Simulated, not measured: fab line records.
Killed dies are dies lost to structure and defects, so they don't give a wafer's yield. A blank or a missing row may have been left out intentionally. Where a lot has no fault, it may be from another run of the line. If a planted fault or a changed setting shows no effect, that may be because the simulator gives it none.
A lot that was struck, set against a sound lot + flow berkeley cmos170 + 43 steps out of a route of 331
Sound: these wafers, L126.2, L126.4, L126.5. The struck wafers were L144.2, L144.3, L144.6. The cause is given at the end.
Each step with rows lists, per side, the tool, then ch with its chambers, then its first start. Under that, the readings that differ: sound wafers + struck wafers + difference of the means + sigmas: that difference in standard deviations of wafers without a fault.
alike: readings with means less than 2 such deviations apart, plus words and numbers identical on both sides. not compared: withheld readings, readings lacking a value on some wafer, bounds such as >300 that could conceal the same value, and numbers that have no deviation in the record and whose values overlap.
Wherever a step has rows on one side only, a row that says differs or no value, or a row with sigmas, the two part there. Numbers that have no deviation but don't overlap get no sigmas and don't part them. Lack of a reading on every wafer of one side parts them only where that side has two or more wafers.

first, 1 step without rows for these wafers: UCB170_SILICIDE_SPUTTER_01 (material Ti, target thk 30 nm, time 25 s).
UCB170_SILICIDE_RS_MEAS_02: the measuring method here is four-point-probe.
  struck on film metro-04, day 11 20:01; sound on film metro-04, day 8 13:40
  alike: SILICIDE_TI_RS
UCB170_SILICIDE_THK_MEAS_03: measures by xrf.
  struck on film metro-04, day 11 20:07; sound on film metro-04, day 8 13:46
  alike: SILICIDE_TI_THK
UCB170_SILICIDE_RTA_04: time 15 s.
  sound on rtp anneal-02 ch 0, day 8 13:50; struck on rtp anneal-01 ch 0, day 11 20:11
| reading            | sound       | struck         | difference | sigmas |
|--------------------|-------------|----------------|------------|--------|
| lamp power pct (%) | 9.6 9.6 9.6 | 11.7 11.7 11.7 | +2.1       | +2     |
  alike: wafer_temp_C_max
then, 3 steps without rows for these wafers: UCB170_SILICIDE_WET_ETCH_05 (etches Ti in SPM, time 45 s); UCB170_CONTACT_CLEAN_00 (cleans in SPM, time 600 s); UCB170_CONTACT_CVD_01 (deposits PSG from SiH4/O2/PH3, target thk 700 nm, time 2820 s).
UCB170_CONTACT_THK_MEAS_02:
  struck on film metro-01, day 11 22:21; sound on film metro-01, day 8 15:54
  alike: CONTACT_PSG_THK
then, 3 steps without rows for these wafers: UCB170_CONTACT_HMDS_03 (prime time 60 s); UCB170_CONTACT_COAT_04 (resist thk 900 nm); UCB170_CONTACT_SOFTBAKE_05 (time 60 s).
UCB170_CONTACT_STRIP_06: strips in O2.
  sound on plasma asher-01 ch 0,1, day 8 16:26; struck on plasma asher-03 ch 0,1, day 11 23:11
  alike: drypump motor current A, oes product au, strip time to endpoint s
  not compared: rf hours counter h
UCB170_CONTACT_CLEAN_07: cleans in SPM, time 600 s.
  sound on wet bench-04 ch 0, day 8 16:32; struck on wet bench-04 ch 1, day 11 23:17
  alike: temp c
then, 3 steps without rows for these wafers: UCB170_CONTACT_RTA_08 (time 10 s); UCB170_CONTACT_COAT_09; UCB170_CONTACT_COAT_10 (resist thk 900 nm).
UCB170_CONTACT_SOFTBAKE_11: time 62.78 s.
  sound: litho track-01 ch 0; struck: litho track-04 ch 0
  alike: exhaust pa, plate sensor t centre C, plate sensor t edge C
then, 3 steps without rows for these wafers: UCB170_CONTACT_EXPOSE_12 (exposes mask CONT, target cd 700 nm); UCB170_CONTACT_PEB_13; UCB170_CONTACT_DEVELOP_14 (develop time 45 s).
UCB170_CONTACT_CD_MEAS_15 targets a cd of 700 nm.
  struck on cd sem-02, day 12 01:06; sound on cd sem-02, day 8 17:46
| reading    | sound             | struck            | difference | sigmas |
|------------|-------------------|-------------------|------------|--------|
| cd nm (nm) | 697.0 697.7 696.8 | 700.4 701.1 701.0 | +3.7       | +3     |
UCB170_CONTACT_OVL_MEAS_16:
  struck on overlay-02, day 12 01:12; sound on overlay-02, day 8 17:52
  alike: CONTACT_OVL
then, 2 steps without rows for these wafers: UCB170_CONTACT_ETCH_17 (etches BARC in N2/H2); UCB170_CONTACT_ETCH_18 (etches PSG in CHF3/CF4/Ar, stops on TiSi2, target depth 840 nm, time 195 s).
UCB170_CONTACT_STRIP_19: strips in O2.
  sound on plasma asher-01 ch 1, day 8 18:04; struck on plasma asher-04 ch 0,1, day 12 01:24
| reading                     | sound       | struck      | difference | sigmas |
|-----------------------------|-------------|-------------|------------|--------|
| drypump motor current A (A) | 5.1 5.1 5.1 | 6.0 6.0 6.0 | +0.9       | +2     |
  alike: oes product au
  not compared: rf hours counter h
UCB170_CONTACT_CD_MEAS_90 targets a cd of 700 nm.
  struck on cd sem-02, day 12 01:31; sound on cd sem-01, day 8 18:11
| reading    | sound             | struck            | difference | sigmas |
|------------|-------------------|-------------------|------------|--------|
| cd nm (nm) | 697.7 699.3 697.5 | 700.2 702.8 700.8 | +3.1       | +2     |
then, 2 steps without rows for these wafers: UCB170_CONTACT_CLEAN_20 (cleans in SPM, time 600 s); UCB170_M1_SPUTTER_00 (material Al, target thk 600 nm, time 80 s).
UCB170_M1_RS_MEAS_01: the measuring method here is four-point-probe.
  struck on film metro-01, day 12 02:54; sound on film metro-01, day 8 18:32
  alike: M1_AL_RS
UCB170_M1_THK_MEAS_02: measures by xrf.
  struck on film metro-01, day 12 03:01; sound on film metro-01, day 8 18:39
  alike: M1_AL_THK
then, 6 steps without rows for these wafers: UCB170_M1_COAT_03; UCB170_M1_COAT_04 (resist thk 900 nm); UCB170_M1_SOFTBAKE_05 (time 60 s); UCB170_M1_EXPOSE_06 (exposes mask METAL1, target cd 700 nm); UCB170_M1_PEB_07; UCB170_M1_DEVELOP_08 (develop time 45 s).
UCB170_M1_CD_MEAS_09 targets a cd of 700 nm.
  struck on cd sem-02, day 12 05:30; sound on cd sem-01, day 8 19:34
| reading    | sound             | struck            | difference | sigmas |
|------------|-------------------|-------------------|------------|--------|
| cd nm (nm) | 702.3 703.7 702.8 | 699.3 698.3 698.5 | -4.2       | -3     |
UCB170_M1_OVL_MEAS_10:
  struck on overlay-01, day 12 05:36; sound on overlay-02, day 8 19:40
| reading     | sound       | struck | difference | sigmas |
|-------------|-------------|--------|------------|--------|
| M1_OVL (nm) | -15 -12 -11 | 3 5 9  | +18        | +3     |
UCB170_M1_ETCH_11: etches BARC in N2/H2.
  sound on rie diel-03 ch 0,1,2, day 8 19:42; struck on rie diel-02 ch 1,3, day 12 05:38
  alike: drypump motor current A, oes product au, throttle valve pct
then, 2 steps without rows for these wafers: UCB170_M1_METAL_ETCH_12 (etches Al in Cl2/BCl3, stops on PSG, target depth 780 nm, time 130 s); UCB170_M1_STRIP_13 (strips in O2).
UCB170_M1_CD_MEAS_90 targets a cd of 700 nm.
  struck on cd sem-02, day 12 05:56; sound on cd sem-01, day 8 20:00
  alike: cd nm
UCB170_M3_PROBE_99:
  rows exist in the record for the struck wafers here (prober-02, day 12 18:39), but not for the sound ones

== WHERE THEY PART ==
Last at UCB170_M3_PROBE_99 as far as this record goes, first at UCB170_SILICIDE_RTA_04.

WHY: the cause the simulator had injected
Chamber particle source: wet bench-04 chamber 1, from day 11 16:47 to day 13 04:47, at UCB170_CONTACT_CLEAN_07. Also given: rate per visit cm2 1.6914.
